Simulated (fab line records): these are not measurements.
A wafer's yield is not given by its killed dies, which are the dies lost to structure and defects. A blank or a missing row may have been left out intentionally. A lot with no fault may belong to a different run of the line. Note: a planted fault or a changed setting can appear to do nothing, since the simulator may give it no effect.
Which tool did it? -- flow berkeley_cmos170 -- 13 lots, 39 wafers sampled, at 6 steps of a route of 331

## WHAT THE GAUGES SHOWED, per wafer
UCB170_PSD_CD_MEAS_06: the cd target is 1200 nm.
lot,measured,on,cd_nm (nm)
L947,day 8 02:08,cd_sem-01,1200.2 1200.6 1201.2
L946,day 8 02:26,cd_sem-01,1201.8 1201.0 1201.9
L949,day 8 10:41,cd_sem-01,1199.1 1199.3 1200.8
L950,day 8 10:26,cd_sem-01,1200.3 1200.1 1200.7
L948,day 8 10:54,cd_sem-01,1199.1 1199.3 1198.0
L951,day 8 13:01,cd_sem-01,1200.5 1202.4 1200.6
L955,day 9 09:43,cd_sem-01,1201.4 1200.3 1201.3
L956,day 9 23:08,cd_sem-02,1197.8 1196.9 1197.6
L959,day 10 04:32,cd_sem-02,1199.6 1198.7 1199.9
L963,day 11 17:18,cd_sem-02,1199.1 1200.5 1199.1
L966,day 12 09:05,cd_sem-01,1198.5 1197.5 1198.8
L967,day 12 09:45,cd_sem-02,1200.6 1200.6 1199.9
L969,day 12 21:07,cd_sem-01,1201.2 1201.6 1201.5

UCB170_SDANNEAL_RS_MEAS_02: measures by four-point-probe.
lot,measured,on,PSD_RS (ohm/sq)
L947,day 8 08:07,film_metro-01,75.95 76.09 75.79
L946,day 8 09:42,film_metro-01,75.32 75.48 75.08
L949,day 8 18:29,film_metro-04,75.65 75.70 75.91
L950,day 8 18:19,film_metro-03,75.23 75.58 75.75
L948,day 8 19:16,film_metro-01,75.74 75.91 75.91
L951,day 8 18:59,film_metro-04,75.91 75.69 75.83
L955,day 9 17:52,film_metro-01,105.98 105.41 105.14
L956,day 10 02:46,film_metro-04,105.87 105.29 105.42
L959,day 10 07:50,film_metro-03,105.14 105.05 105.29
L963,day 12 00:07,film_metro-01,75.73 75.65 76.04
L966,day 12 12:14,film_metro-04,75.75 75.66 75.74
L967,day 12 12:55,film_metro-04,75.36 75.01 75.61
L969,day 13 00:43,film_metro-04,75.17 75.48 75.45

UCB170_SDANNEAL_RS_MEAS_03: measures by four-point-probe.
lot,measured,on,NSD_RS (ohm/sq)
L947,day 8 08:14,film_metro-01,37.30 37.28 37.31
L946,day 8 09:49,film_metro-01,37.30 37.25 37.21
L949,day 8 18:36,film_metro-04,37.43 37.34 37.25
L950,day 8 18:26,film_metro-03,37.16 37.18 37.23
L948,day 8 19:23,film_metro-01,37.26 37.32 37.32
L951,day 8 19:06,film_metro-04,37.18 37.31 37.19
L955,day 9 17:59,film_metro-01,40.62 40.45 40.60
L956,day 10 02:53,film_metro-04,40.78 40.67 40.80
L959,day 10 07:57,film_metro-03,40.59 40.62 40.63
L963,day 12 00:14,film_metro-01,37.25 37.27 37.33
L966,day 12 12:22,film_metro-04,37.42 37.33 37.32
L967,day 12 13:02,film_metro-04,37.27 37.30 37.31
L969,day 13 00:50,film_metro-04,37.21 37.16 37.22

UCB170_SDANNEAL_RS_MEAS_04: measures by four-point-probe.
lot,measured,on,PLDD_RS (ohm/sq)
L947,day 8 08:21,film_metro-01,1027.6 1029.0 1027.0
L946,day 8 09:56,film_metro-01,1031.2 1031.7 1028.4
L949,day 8 18:43,film_metro-04,1032.3 1033.8 1034.2
L950,day 8 18:33,film_metro-03,1033.8 1034.8 1032.6
L948,day 8 19:30,film_metro-01,1030.5 1027.1 1030.0
L951,day 8 19:13,film_metro-04,1032.3 1031.6 1032.4
L955,day 9 18:07,film_metro-01,1046.4 1047.0 1049.0
L956,day 10 03:01,film_metro-04,1047.6 1048.2 1051.7
L959,day 10 08:04,film_metro-03,1049.1 1046.1 1048.4
L963,day 12 00:21,film_metro-01,1036.9 1032.8 1031.7
L966,day 12 12:29,film_metro-04,1036.8 1034.3 1035.4
L967,day 12 13:10,film_metro-04,1034.9 1034.7 1036.1
L969,day 13 00:58,film_metro-04,1031.7 1031.0 1030.1

## TOOL THAT RAN EACH LOT (tool first, then ch and the chambers of the sampled wafers, then the start)
lot,UCB170_NLDD_STRIP_10,UCB170_SDANNEAL_RTA_01
L947,"plasma_asher-02 ch 0,1, day 7 16:40","rtp_anneal-01 ch 0, day 8 08:03"
L946,"plasma_asher-03 ch 0,1, day 7 16:47","rtp_anneal-01 ch 0, day 8 09:38"
L949,"plasma_asher-02 ch 0,1, day 8 04:04","rtp_anneal-02 ch 0, day 8 18:25"
L950,"plasma_asher-01 ch 0, day 8 04:19","rtp_anneal-01 ch 0, day 8 18:15"
L948,"plasma_asher-01 ch 0,1, day 8 04:59","rtp_anneal-02 ch 0, day 8 19:08"
L951,"plasma_asher-02 ch 0,1, day 8 05:47","rtp_anneal-01 ch 0, day 8 18:41"
L955,"plasma_asher-01 ch 0,1, day 9 01:41","rtp_anneal-02 ch 0, day 9 17:43"
L956,"plasma_asher-02 ch 0,1, day 9 16:34","rtp_anneal-02 ch 0, day 10 02:41"
L959,"plasma_asher-01 ch 0,1, day 9 20:36","rtp_anneal-02 ch 0, day 10 07:46"
L963,"plasma_asher-01 ch 0,1, day 11 09:32","rtp_anneal-01 ch 0, day 12 00:02"
L966,"plasma_asher-02 ch 0,1, day 12 00:41","rtp_anneal-01 ch 0, day 12 12:10"
L967,"plasma_asher-02 ch 0,1, day 12 01:19","rtp_anneal-01 ch 0, day 12 12:51"
L969,"plasma_asher-02 ch 0,1, day 12 10:59","rtp_anneal-01 ch 0, day 13 00:40"
- UCB170_NLDD_STRIP_10: strips in O2.
- UCB170_SDANNEAL_RTA_01: time 5 s.

## WHAT THE TOOLS THEMSELVES READ (means of the sampled wafers that have a number; where no wafer has one, the mark that the record gives instead)
UCB170_NLDD_STRIP_10.
lot,tool,drypump_motor_current_A (A),oes_product_au (a.u.),strip_time_to_endpoint_s (s)
L947,plasma_asher-02,5.6,0.737,21.63
L946,plasma_asher-03,6.7,0.735,21.68
L949,plasma_asher-02,5.6,0.728,21.64
L950,plasma_asher-01,6.2,0.733,21.66
L948,plasma_asher-01,5.8,0.737,21.60
L951,plasma_asher-02,5.6,0.732,21.68
L955,plasma_asher-01,5.3,0.734,21.66
L956,plasma_asher-02,5.6,0.735,21.74
L959,plasma_asher-01,5.3,0.730,21.59
L963,plasma_asher-01,5.4,0.734,21.61
L966,plasma_asher-02,5.6,0.738,21.63
L967,plasma_asher-02,5.6,0.732,21.51
L969,plasma_asher-02,5.6,0.735,21.67

UCB170_SDANNEAL_RTA_01.
lot,tool,lamp_power_pct (%),wafer_temp_C_max
L947,rtp_anneal-01,39.2,1056.8
L946,rtp_anneal-01,39.2,1055.8
L949,rtp_anneal-02,35.7,1054.2
L950,rtp_anneal-01,39.2,1055.7
L948,rtp_anneal-02,35.7,1053.9
L951,rtp_anneal-01,39.1,1055.7
L955,rtp_anneal-02,35.7,1054.9
L956,rtp_anneal-02,35.7,1053.7
L959,rtp_anneal-02,35.7,1054.3
L963,rtp_anneal-01,39.2,1056.8
L966,rtp_anneal-01,39.2,1056.6
L967,rtp_anneal-01,39.2,1055.1
L969,rtp_anneal-01,39.2,1055.1

## THE ANSWER, worked out from the rows above alone
Rule: usual is defined by the lots themselves. Put in order of their means at a reading, lots are off if they are a third of the lots or fewer, leave a main group of 4 or more, and stand apart from it by a gap of 3 or more times the standard deviation of the main group's means; of several such gaps the widest counts. A main group whose means are all the same, to the digits that the tables above print for the reading, isn't used. Also off: a lot with no number at a reading for which 4 or more lots have one. All remaining lots with rows at the step are treated as sound. The gauges are gone through in route order, then the tools' own readings, and for those a lot's mean is taken as printed above. The first step at which some lot is off is used, and at that step the reading that is off furthest; a lot without a number counts as furthest.
Off: L955, L956, L959, seen at UCB170_SDANNEAL_RS_MEAS_02 (PSD_RS). The main group has a mean of 75.64 ohm/sq with a standard deviation of 0.23.
A tool fits if, at a process step before that reading, it ran every lot that is off, and no sound lot after the first of them. The gauges at UCB170_SDANNEAL_RS_MEAS_02 are tried like those tools. One fits: UCB170_SDANNEAL_RTA_01 on rtp_anneal-02. Its last sound lot is L948 (day 8 19:08), its first lot that is off L955 (day 9 17:43): a fault that began between those two fits.

## WHAT THE SIMULATOR PUT IN
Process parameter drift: rtp_anneal-02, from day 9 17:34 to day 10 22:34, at UCB170_SDANNEAL_RTA_01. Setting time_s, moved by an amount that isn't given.
Shown lots that were struck: L955, L956, L959. The rule above found the same.
